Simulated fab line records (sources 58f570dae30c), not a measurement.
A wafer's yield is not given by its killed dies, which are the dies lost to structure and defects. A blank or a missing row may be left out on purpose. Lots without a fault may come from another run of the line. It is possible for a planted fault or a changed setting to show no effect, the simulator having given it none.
A lot that was struck, set against a sound lot	flow berkeley_cmos170	16 out of 331 route steps
Sound: the wafers L104.1, L104.5, L104.6. Struck: wafers L110.1, L110.2, L110.5. Last of all comes the cause.
Each step with rows lists, per side, the tool, then ch with its chambers, then its first start. Under that, the readings that differ: sound wafers	struck wafers	difference of the means	sigmas: that difference in standard deviations of wafers without a fault.
alike: same words and numbers on both sides, and readings whose means sit less than 2 such deviations apart. not compared: any withheld reading, any reading some wafer has no value for, any bound like >300 that may hide the same value, and any number with overlapping values for which the record gives no deviation.
The two part at a step that has a row with sigmas, a row that says differs or no value, or rows on one side only. When numbers do not overlap yet have no deviation, they are printed without sigmas and do not part them. A reading that every wafer of one side lacks parts them only if that side has two wafers or more.

first, 1 step without rows for these wafers: UCB170_START_OXIDATION_02 (target thk 20 nm, ox time 1756 s).
UCB170_START_THK_MEAS_03:
  sound on film_metro-01 at day 1 17:25; struck on film_metro-03 at day 3 05:22
  alike: START_OXIDE_THK
then, 7 steps without rows for these wafers: UCB170_START_ANNEAL_04 (time 1200 s); UCB170_ZERO_HMDS_00 (prime time 60 s); UCB170_ZERO_COAT_01 (resist thk 900 nm); UCB170_ZERO_SOFTBAKE_02 (time 60 s); UCB170_ZERO_EXPOSE_03 (exposes mask PM MARKS, target cd 4000 nm); UCB170_ZERO_PEB_04; UCB170_ZERO_DEVELOP_05 (develop time 45 s).
UCB170_ZERO_ETCH_06: etches SiO2 in CHF3/CF4/Ar, time 11.54 s.
  sound on rie_diel-01 ch 0,1,2, day 1 23:26; struck on rie_diel-04 ch 0,1, day 3 13:00
  alike: drypump_motor_current_A, mfc_ar_sccm, oes_product_au, throttle_valve_pct
  not compared: rf_hours_counter_h
UCB170_ZERO_STRIP_07: strips in O2.
  sound on plasma_asher-02 ch 0,1, day 1 23:27; struck on plasma_asher-04 ch 0,1, day 3 13:01
  alike: drypump_motor_current_A, oes_product_au, strip_time_to_endpoint_s
  not compared: rf_hours_counter_h
then, 1 step without rows for these wafers: UCB170_NWELL_WET_ETCH_00 (etches SiO2 in dHF, time 200 s).
UCB170_NWELL_OXIDATION_01: target thk 26.4 nm, ox time 1260 s.
  sound on furnace-02 ch 0, day 2 04:44; struck on furnace-04 ch 0, day 3 21:08
reading	sound	struck	difference	sigmas
model.SiO2_of_NWELL_OXIDATION_01.thk_nm (nm)	25.75 25.64 25.4	18.19 18.5 18.77	-7.11	
UCB170_NWELL_THK_MEAS_02:
  sound on film_metro-01 at day 2 06:05; struck on film_metro-04 at day 3 22:29
reading	sound	struck	difference	sigmas
NWELL_OXIDE_THK (nm)	25.7 25.6 25.4	18.2 18.5 18.8	-7.1	-16
then, 1 step without rows for these wafers: UCB170_NWELL_ANNEAL_03 (time 900 s).
UCB170_M3_PROBE_99:
  sound wafers here have rows in the record (prober-01, day 9 10:05); struck ones have none

WHERE THEY PART
Earliest at UCB170_NWELL_THK_MEAS_02; latest, in this record, at UCB170_M3_PROBE_99.

WHY: what had been put in by the simulator
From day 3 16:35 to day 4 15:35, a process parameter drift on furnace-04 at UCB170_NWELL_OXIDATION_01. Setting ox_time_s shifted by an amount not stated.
